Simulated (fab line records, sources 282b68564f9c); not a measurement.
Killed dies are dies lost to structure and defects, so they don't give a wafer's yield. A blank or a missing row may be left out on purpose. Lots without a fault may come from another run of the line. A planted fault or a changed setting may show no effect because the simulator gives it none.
fab line records | flow rit_cmos | part 1 of 2: steps 1 to 28 of 39
record lots=5 wafers=15 last_day=7
route steps=202 shown PSD@151 SDANNEAL@153 NSD@158 PLDD@159 NLDD@160 SILICIDE@161 CONTACT@168 M1@184
lots that met no fault: from a run of the same line without faults
start_h: hours from the record's first day to the start of the lot's first wafer shown | wait_h: hours since the lot's step before | " the same as in the row above | L1.1+2: a row that stands for several wafers | - no value, or no start given | * or withheld: withheld | < > ~ a bound
route shown NAME@n: a module of which the file shows steps, and the number in the route of the first | usual: mean/standard deviation of fault-free wafers | same: alike in all rows | chamber/n: place in a boat | sites: the reading at each site | _std_site: their standard deviation | _edge_site: outer sites' mean less inner sites' | radius_mm: how far each site lies from the wafer's centre | mask NAME#n: copy n | behind: the tool/chamber that last shaped the wafer | hold: why the lot was held/for how many hours/how that ended | device: the transistor (n, p or np) that didn't switch | end of line: the same wafers' tests at the end of the route | a step without rows: its recipe alone | killed: dies lost to structure and defects at the first sort, not the wafer's yield | map: a wafer's dies, x killed, . not, _ none there
set.NAME: the setting as run; set.NAME@STEP: as run at that earlier step | model.NAME: the simulator's own value behind a step, which no gauge read
lots at some steps of the route; a table a step, a row a wafer
services: from which hour (start_h, from the record's first day; less than 0 if before it) a tool's chamber was out of use, for how many hours, and why
## steps
# step RIT_PSD_STRIP_09
# recipe chemistry=O2 time_s=180 resist=NOVOLAK platen_temp_c=withheld power_w=500 pressure_mtorr=4000 o2_flow_sccm=4000
# usual drypump_motor_current_A=5.7/0.43 rf_refl_power_W=7.2/1.9
# columns lot.wafer tool chamber start_h wait_h drypump_motor_current_A rf_hours_counter_h rf_refl_power_W
L075.1 plasma_asher-01 0 59.97 0.1 4.8 28 7.5
L075.3 " 0 " " 4.8 - 6.6
L075.5 " 1 " " 5.9 - 9.5
L082.2 plasma_asher-02 0 97.95 0.1 5.7 44 6.9
L082.4 " 0 " " 5.7 - 7.0
L082.6 " 1 " " 6.0 - 7.2
L090.3 plasma_asher-01 0 131.40 0.1 4.8 - 7.7
L090.5 " 1 " " 5.9 - 9.0
L090.6 " 0 " " 4.8 - 7.0
L093.3 plasma_asher-02 0 149.38 0.1 5.7 - 7.1
L093.4 " 1 " " 6.0 - 6.8
L093.6 " 1 " " 6.0 - 6.8
L094.3 plasma_asher-04 0 151.85 0.1 5.9 - 3.6
L094.4 " 1 " " 5.8 - 8.8
L094.6 " 0 " " 5.8 - 3.6
# step RIT_PSD_TW_MEAS_10
# usual PSD_TW=3422/14
# columns lot.wafer tool chamber start_h wait_h PSD_TW
L075.1 film_metro-03 - 60.15 0.1 3420
L075.3 " - " " 3406
L075.5 " - " " 3408
L082.2 film_metro-02 - 98.14 0.1 3436
L082.4 " - " " 3419
L082.6 " - " " 3425
L090.3 film_metro-02 - 131.54 0.1 3439
L090.5 " - " " 3418
L090.6 " - " " 3433
L093.3 film_metro-02 - 149.51 0.1 3419
L093.4 " - " " 3405
L093.6 " - " " 3399
L094.3 film_metro-03 - 151.98 0.1 3421
L094.4 " - " " 3430
L094.6 " - " " 3418
# step RIT_SDANNEAL_CLEAN_00
# recipe chemistry=SC1 mix=3:3:50 time_s=600 temp_c=75
# columns lot.wafer tool chamber start_h wait_h
L075.1+3+5 wet_bench-04 3 60.21 0.1
L082.2+4+6 wet_bench-01 0 98.19 0.0
L090.3+5+6 wet_bench-02 2 131.58 0.0
L093.3+4+6 wet_bench-01 1 149.55 0.0
L094.3+4+6 wet_bench-02 1 152.02 0.0
# step RIT_SDANNEAL_CLEAN_01
# recipe chemistry=dHF dilution=50:1 time_s=30
# columns lot.wafer tool chamber start_h wait_h
L075.1+3+5 wet_bench-02 1 60.40 0.0
L082.2+4+6 wet_bench-02 2 98.38 0.0
L090.3+5+6 wet_bench-04 2 131.75 0.0
L093.3+4+6 wet_bench-02 1 149.73 0.0
L094.3+4+6 wet_bench-01 2 152.20 0.0
# step RIT_SDANNEAL_CLEAN_02
# recipe chemistry=SC2 mix=3:3:50 time_s=600 temp_c=75 dry=n2_spin
# columns lot.wafer tool chamber start_h wait_h
L075.1+3+5 wet_bench-01 1 60.41 0.0
L082.2+4+6 wet_bench-01 2 98.39 0.0
L090.3+5+6 wet_bench-02 3 131.77 0.0
L093.3+4+6 wet_bench-02 3 149.75 0.0
L094.3+4+6 wet_bench-04 3 152.22 0.0
# step RIT_SDANNEAL_RTA_03
# recipe temp_c=1050 time_s=5 idle_temp_c=600 ramp_up_c_per_s=342 ramp_down_c_per_s=171 cool_to_c=600 ambient=N2
# usual chamber_o2_ppm=2.004/0.023 wafer_temp_C_max=1053.4/1.1
# columns lot.wafer tool chamber start_h wait_h chamber_o2_ppm wafer_temp_C_max
L075.1 rtp_anneal-01 0 60.59 0.0 1.987 1052.8
L075.3 " 0 " " 1.987 1052.8
L075.5 " 0 " " 2.021 1055.3
L082.2 rtp_anneal-02 0 98.59 0.0 2.030 1053.0
L082.4 " 0 " " 2.028 1054.0
L082.6 " 0 " " 2.002 1054.3
L090.3 rtp_anneal-02 0 131.97 0.0 1.992 1052.0
L090.5 " 0 " " 2.001 1052.1
L090.6 " 0 " " 1.981 1052.7
L093.3 rtp_anneal-01 0 149.96 0.0 1.974 1054.6
L093.4 " 0 " " 2.003 1053.1
L093.6 " 0 " " 1.989 1054.0
L094.3 rtp_anneal-02 0 152.41 0.0 2.008 1052.8
L094.4 " 0 " " 1.997 1053.3
L094.6 " 0 " " 1.991 1052.3
# step RIT_SDANNEAL_RS_MEAS_04
# recipe thk_meas_gauge=four-point-probe
# usual PSD_RS=115.6/0.31
# columns lot.wafer tool chamber start_h wait_h PSD_RS[ohm/sq]
L075.1 film_metro-04 - 60.65 0.0 115.1
L075.3 " - " " 115.6
L075.5 " - " " 114.9
L082.2 film_metro-04 - 98.66 0.1 115.9
L082.4 " - " " 115.9
L082.6 " - " " 115.5
L090.3 film_metro-03 - 132.05 0.1 116.0
L090.5 " - " " 115.9
L090.6 " - " " 115.8
L093.3 film_metro-03 - 150.03 0.1 115.6
L093.4 " - " " 115.8
L093.6 " - " " 115.8
L094.3 film_metro-02 - 152.49 0.1 115.6
L094.4 " - " " 115.3
L094.6 " - " " 115.4
# step RIT_SDANNEAL_RS_MEAS_05
# recipe thk_meas_gauge=four-point-probe
# usual NSD_RS=84.51/0.28
# columns lot.wafer tool chamber start_h wait_h NSD_RS[ohm/sq]
L075.1 film_metro-04 - 60.77 0.1 84.31
L075.3 " - " " 84.68
L075.5 " - " " 84.63
L082.2 film_metro-04 - 98.78 0.1 84.20
L082.4 " - " " 84.01
L082.6 " - " " 84.30
L090.3 film_metro-03 - 132.17 0.1 84.82
L090.5 " - " " 84.72
L090.6 " - " " 84.70
L093.3 film_metro-03 - 150.15 0.1 84.73
L093.4 " - " " 84.71
L093.6 " - " " 84.67
L094.3 film_metro-02 - 152.61 0.1 84.19
L094.4 " - " " 84.05
L094.6 " - " " 84.25
# step RIT_SDANNEAL_RS_MEAS_06
# recipe thk_meas_gauge=four-point-probe
# usual PLDD_RS=178.4/0.47
# columns lot.wafer tool chamber start_h wait_h PLDD_RS[ohm/sq]
L075.1 film_metro-04 - 60.89 0.1 177.9
L075.3 " - " " 178.3
L075.5 " - " " 178.0
L082.2 film_metro-04 - 98.90 0.1 178.0
L082.4 " - " " 178.3
L082.6 " - " " 178.3
L090.3 film_metro-03 - 132.29 0.1 179.6
L090.5 " - " " 179.2
L090.6 " - " " 179.1
L093.3 film_metro-03 - 150.27 0.1 178.5
L093.4 " - " " 178.4
L093.6 " - " " 178.5
L094.3 film_metro-02 - 152.73 0.1 177.9
L094.4 " - " " 178.4
L094.6 " - " " 177.9
# step RIT_SDANNEAL_RS_MEAS_07
# recipe thk_meas_gauge=four-point-probe
# usual NLDD_RS=151.5/0.54
# columns lot.wafer tool chamber start_h wait_h NLDD_RS[ohm/sq]
L075.1 film_metro-04 - 61.01 0.1 151.7
L075.3 " - " " 152.0
L075.5 " - " " 151.9
L082.2 film_metro-04 - 99.02 0.1 152.1
L082.4 " - " " 152.1
L082.6 " - " " 151.4
L090.3 film_metro-03 - 132.41 0.1 151.2
L090.5 " - " " 151.8
L090.6 " - " " 151.2
L093.3 film_metro-03 - 150.39 0.1 152.1
L093.4 " - " " 151.9
L093.6 " - " " 152.2
L094.3 film_metro-02 - 152.85 0.1 150.2
L094.4 " - " " 150.5
L094.6 " - " " 150.4
# step RIT_SILICIDE_WET_ETCH_00
# recipe chemistry=BOE target=SiO2 target_depth_nm=14 time_s=15 dry=n2_spin dilution=10:1 temp_c=21.5
# columns lot.wafer tool chamber start_h wait_h
L075.1+3+5 wet_bench-03 1 61.13 0.1
L082.2+4+6 wet_bench-03 2 99.12 0.1
L090.3+5+6 wet_bench-03 0 132.49 0.1
L093.3+4+6 wet_bench-03 0 150.47 0.1
L094.3+4+6 wet_bench-04 0 152.93 0.1
# step RIT_SILICIDE_SPUTTER_01
# recipe material=Ti target_thk_nm=30 power_w=337.6 chamber_pressure_pa=0.667 gas=Ar time_s=240 substrate_temp_c=25
# usual cathode_dc_power_W=337.61/0.067 throttle_valve_pct=29.9/1.2
# columns lot.wafer tool chamber start_h wait_h cathode_dc_power_W throttle_valve_pct
L075.1 pvd_sputter-04 - 61.14 0.0 337.70 28.0
L075.3 " - " " 337.69 30.3
L075.5 " - " " 337.66 31.8
L082.2 pvd_sputter-03 - 99.14 0.0 337.66 29.2
L082.4 " - " " 337.56 29.6
L082.6 " - " " 337.58 29.1
L090.3 pvd_sputter-04 - 132.50 0.0 337.57 30.3
L090.5 " - " " 337.56 30.5
L090.6 " - " " 337.58 32.9
L093.3 pvd_sputter-03 - 150.49 0.0 337.59 29.6
L093.4 " - " " 337.63 29.9
L093.6 " - " " 337.50 29.8
L094.3 pvd_sputter-04 - 152.94 0.0 337.55 30.3
L094.4 " - " " 337.71 28.0
L094.6 " - " " 337.65 31.1
# step RIT_SILICIDE_RS_MEAS_02
# recipe thk_meas_gauge=four-point-probe reads=Ti_of_SILICIDE_SPUTTER_01
# usual SILICIDE_TI_RS=49.7/0.57
# columns lot.wafer tool chamber start_h wait_h SILICIDE_TI_RS[ohm/sq]
L075.1 film_metro-02 - 61.29 0.1 48.8
L075.3 " - " " 49.2
L075.5 " - " " 49.7
L082.2 film_metro-01 - 99.31 0.1 49.3
L082.4 " - " " 49.5
L082.6 " - " " 49.1
L090.3 film_metro-01 - 132.69 0.1 49.5
L090.5 " - " " 49.9
L090.6 " - " " 49.6
L093.3 film_metro-01 - 150.68 0.1 48.7
L093.4 " - " " 49.1
L093.6 " - " " 49.1
L094.3 film_metro-02 - 153.13 0.1 49.0
L094.4 " - " " 49.5
L094.6 " - " " 49.3
# step RIT_SILICIDE_THK_MEAS_03
# recipe thk_meas_gauge=xrf reads=Ti_of_SILICIDE_SPUTTER_01
# usual SILICIDE_TI_THK=28.8/0.31
# columns lot.wafer tool chamber start_h wait_h SILICIDE_TI_THK[nm]
L075.1 film_metro-02 - 61.41 0.1 29.0
L075.3 " - " " 28.9
L075.5 " - " " 28.6
L082.2 film_metro-01 - 99.42 0.1 29.0
L082.4 " - " " 28.8
L082.6 " - " " 29.1
L090.3 film_metro-01 - 132.79 0.1 29.0
L090.5 " - " " 28.9
L090.6 " - " " 28.9
L093.3 film_metro-01 - 150.78 0.1 29.5
L093.4 " - " " 29.2
L093.6 " - " " 29.1
L094.3 film_metro-02 - 153.23 0.1 28.8
L094.4 " - " " 28.6
L094.6 " - " " 28.9
# step RIT_SILICIDE_RTA_04
# recipe temp_c=650 time_s=10 idle_temp_c=25 ramp_up_s=5 ramp_down_s=5 cool_to_c=25 ambient=N2
# usual chamber_o2_ppm=2.003/0.021 wafer_temp_C_max=652.8/0.66
# columns lot.wafer tool chamber start_h wait_h chamber_o2_ppm wafer_temp_C_max
L075.1 rtp_anneal-02 0 61.47 0.1 1.975 652.2
L075.3 " 0 " " 1.994 652.5
L075.5 " 0 " " 2.008 653.0
L082.2 rtp_anneal-01 0 99.48 0.1 2.038 652.9
L082.4 " 0 " " 2.015 652.4
L082.6 " 0 " " 2.005 652.9
L090.3 rtp_anneal-01 0 132.85 0.1 1.999 652.9
L090.5 " 0 " " 2.013 652.9
L090.6 " 0 " " 2.021 652.9
L093.3 rtp_anneal-02 0 150.84 0.1 2.026 653.6
L093.4 " 0 " " 2.029 653.6
L093.6 " 0 " " 1.976 654.3
L094.3 rtp_anneal-01 0 153.29 0.1 2.047 652.4
L094.4 " 0 " " 2.046 652.4
L094.6 " 0 " " 1.986 652.0
# step RIT_SILICIDE_WET_ETCH_05
# recipe chemistry=SPM target=Ti temp_c=90 time_s=120 dry=n2_spin
# columns lot.wafer tool chamber start_h wait_h
L075.1+3+5 wet_bench-02 0 61.54 0.1
L082.2+4+6 wet_bench-04 1 99.53 0.0
L090.3+5+6 wet_bench-03 1 132.90 0.0
L093.3+4+6 wet_bench-04 2 150.89 0.0
L094.3+4+6 wet_bench-03 0 153.34 0.0
# step RIT_SILICIDE_RTA_06
# recipe temp_c=750 time_s=10 idle_temp_c=25 ramp_up_s=5 ramp_down_s=10 cool_to_c=25 ambient=N2
# usual chamber_o2_ppm=2.003/0.026 wafer_temp_C_max=753.2/0.81
# columns lot.wafer tool chamber start_h wait_h chamber_o2_ppm wafer_temp_C_max
L075.1 rtp_anneal-01 0 61.58 0.0 2.015 752.8
L075.3 " 0 " " 2.015 752.3
L075.5 " 0 " " 2.013 752.4
L082.2 rtp_anneal-02 0 99.59 0.0 1.997 754.7
L082.4 " 0 " " 1.976 753.1
L082.6 " 0 " " 2.009 753.3
L090.3 rtp_anneal-02 0 132.96 0.0 2.025 753.0
L090.5 " 0 " " 2.000 753.3
L090.6 " 0 " " 1.968 752.8
L093.3 rtp_anneal-01 0 150.95 0.0 2.008 754.0
L093.4 " 0 " " 2.011 752.7
L093.6 " 0 " " 2.015 752.9
L094.3 rtp_anneal-02 0 153.41 0.0 1.940 753.9
L094.4 " 0 " " 1.979 753.1
L094.6 " 0 " " 1.976 754.2
# step RIT_CONTACT_CVD_00
# recipe material=SiO2 target_thk_nm=400 precursor=TEOS temp_c=390 time_s=61 rf_w=400
# usual heater_power_w=327/44
# columns lot.wafer tool chamber start_h wait_h heater_power_w
L075.1 pecvd-02 2 61.64 0.1 309
L075.3 " 1 " " 317
L075.5 " 2 " " 327
L082.2 pecvd-03 2 99.64 0.0 374
L082.4 " 0 " " 338
L082.6 " 1 " " 247
L090.3 pecvd-02 2 133.01 0.0 350
L090.5 " 1 " " 288
L090.6 " 2 " " 362
L093.3 pecvd-02 1 150.99 0.0 278
L093.4 " 2 " " 372
L093.6 " 1 " " 295
L094.3 pecvd-03 1 153.45 0.0 293
L094.4 " 2 " " 369
L094.6 " 1 " " 304
# step RIT_CONTACT_THK_MEAS_01
# recipe reads=SiO2_of_CONTACT_CVD_00
# usual CONTACT_TEOS_THK=399/5
# columns lot.wafer tool chamber start_h wait_h CONTACT_TEOS_THK[nm]
L075.1 film_metro-03 - 61.69 0.0 395
L075.3 " - " " 391
L075.5 " - " " 403
L082.2 film_metro-03 - 99.70 0.0 401
L082.4 " - " " 406
L082.6 " - " " 408
L090.3 film_metro-03 - 133.08 0.0 397
L090.5 " - " " 400
L090.6 " - " " 407
L093.3 film_metro-03 - 151.06 0.0 388
L093.4 " - " " 402
L093.6 " - " " 394
L094.3 film_metro-01 - 153.52 0.0 398
L094.4 " - " " 405
L094.6 " - " " 403
# step RIT_CONTACT_HMDS_02
# recipe prime_time_s=60 prime_temp_c=140
# columns lot.wafer tool chamber start_h wait_h
L075.1+3+5 litho_track-02 0 61.75 0.1
L082.2+4+6 litho_track-01 0 99.78 0.1
L090.3+5+6 litho_track-03 0 133.17 0.1
L093.3+4+6 litho_track-02 0 151.15 0.1
L094.3+4+6 litho_track-03 0 153.61 0.1
# step RIT_CONTACT_COAT_03
# recipe resist=NOVOLAK spin_rpm=3250 resist_thk_nm=1000
# usual spin_speed_rpm=3250.7/2.3
# columns lot.wafer tool chamber start_h wait_h spin_speed_rpm
L075.1 litho_track-02 0 61.90 0.1 3253.6
L075.3 " 0 " " 3251.0
L075.5 " 0 " " 3248.7
L082.2 litho_track-01 0 99.93 0.1 3250.1
L082.4 " 0 " " 3251.0
L082.6 " 0 " " 3249.3
L090.3 litho_track-03 0 133.32 0.1 3248.3
L090.5 " 0 " " 3251.3
L090.6 " 0 " " 3247.4
L093.3 litho_track-02 0 151.30 0.1 3249.4
L093.4 " 0 " " 3252.1
L093.6 " 0 " " 3249.5
L094.3 litho_track-03 0 153.76 0.1 3250.7
L094.4 " 0 " " 3248.0
L094.6 " 0 " " 3248.9
# step RIT_CONTACT_SOFTBAKE_04
# recipe resist=NOVOLAK temp_c=90 time_s=60
# columns lot.wafer tool chamber start_h wait_h
L075.1+3+5 litho_track-02 0 62.05 0.1
L082.2+4+6 litho_track-01 0 100.08 0.1
L090.3+5+6 litho_track-03 0 133.47 0.1
L093.3+4+6 litho_track-02 0 151.45 0.1
L094.3+4+6 litho_track-03 0 153.91 0.1
# step RIT_CONTACT_EXPOSE_05
# recipe mask_id=M11 na=0.6 source_shape=conventional sigma_outer=0.5 target_cd_nm=1000 dose_mj=250
# usual focus_offset_nm=0.0/0.58 stage_vel_mm_s=499.98/0.29
# columns lot.wafer tool chamber start_h wait_h mask focus_offset_nm stage_vel_mm_s
L075.1 iline_stepper-01 0 62.33 0.2 M11#0 -0.4 499.82
L075.3 " 0 " " M11#0 -0.4 500.62
L075.5 " 0 " " M11#0 -0.1 500.35
L082.2 iline_stepper-02 0 100.22 0.1 M11#0 0.2 499.91
L082.4 " 0 " " M11#0 -0.1 500.05
L082.6 " 0 " " M11#0 -0.2 500.04
L090.3 iline_stepper-02 0 133.73 0.2 M11#0 -0.5 500.44
L090.5 " 0 " " M11#0 -0.6 499.74
L090.6 " 0 " " M11#0 -0.8 500.12
L093.3 iline_stepper-01 0 151.64 0.2 M11#0 1.2 500.28
L093.4 " 0 " " M11#0 0.6 500.92
L093.6 " 0 " " M11#0 1.3 500.59
L094.3 iline_stepper-02 0 154.17 0.2 M11#0 1.0 499.60
L094.4 " 0 " " M11#0 0.5 499.96
L094.6 " 0 " " M11#0 1.1 499.86
# step RIT_CONTACT_PEB_06
# recipe resist=NOVOLAK temp_c=withheld time_s=withheld
# columns lot.wafer tool chamber start_h wait_h
L075.1+3+5 litho_track-03 0 62.45 0.1
L082.2+4+6 litho_track-02 0 100.34 0.1
L090.3+5+6 litho_track-02 0 133.86 0.1
L093.3+4+6 litho_track-01 0 151.77 0.1
L094.3+4+6 litho_track-03 0 154.30 0.1
# step RIT_CONTACT_DEVELOP_07
# recipe resist=NOVOLAK develop_time_s=120 dev_temp_c=23
# columns lot.wafer tool chamber start_h wait_h
L075.1+3+5 litho_track-03 0 - -
L082.2+4+6 litho_track-02 0 - -
L090.3+5+6 litho_track-02 0 - -
L093.3+4+6 litho_track-01 0 - -
L094.3+4+6 litho_track-03 0 - -
# step RIT_CONTACT_CD_MEAS_08
# recipe target_cd_nm=1000
# usual cd_nm=1000.1/2
# columns lot.wafer tool chamber start_h wait_h cd_nm
L075.1 cd_sem-02 - 62.85 - 998.1
L075.3 " - " " 1000.5
L075.5 " - " " 1001.5
L082.2 cd_sem-02 - 100.74 - 1002.5
L082.4 " - " " 1000.0
L082.6 " - " " 1000.9
L090.3 cd_sem-02 - 134.25 - 999.3
L090.5 " - " " 997.4
L090.6 " - " " 998.8
L093.3 cd_sem-02 - 152.16 - 999.3
L093.4 " - " " 1000.6
L093.6 " - " " 1000.8
L094.3 cd_sem-02 - 154.69 - 999.1
L094.4 " - " " 998.3
L094.6 " - " " 998.6
# step RIT_CONTACT_OVL_MEAS_09
# usual CONTACT_OVL=0.1/1.5
# columns lot.wafer tool chamber start_h wait_h CONTACT_OVL[nm]
L075.1 overlay-02 - 62.97 0.1 0.5
L075.3 " - " " 0.4
L075.5 " - " " 2.3
L082.2 overlay-02 - 100.84 0.1 0.9
L082.4 " - " " 0.0
L082.6 " - " " 1.2
L090.3 overlay-02 - 134.34 0.1 -0.4
L090.5 " - " " -0.3
L090.6 " - " " 0.7
L093.3 overlay-01 - 152.25 0.1 1.9
L093.4 " - " " 2.6
L093.6 " - " " 1.7
L094.3 overlay-01 - 154.78 0.1 -1.0
L094.4 " - " " 1.1
L094.6 " - " " 1.7
# step RIT_CONTACT_HARDBAKE_10
# recipe resist=NOVOLAK temp_c=140 time_s=60
# columns lot.wafer tool chamber start_h wait_h
L075.1+3+5 litho_track-01 0 63.00 0.0
L082.2+4+6 litho_track-02 0 100.90 0.0
L090.3+5+6 litho_track-02 0 134.42 0.1
L093.3+4+6 litho_track-03 0 152.33 0.1
L094.3+4+6 litho_track-01 0 154.86 0.1
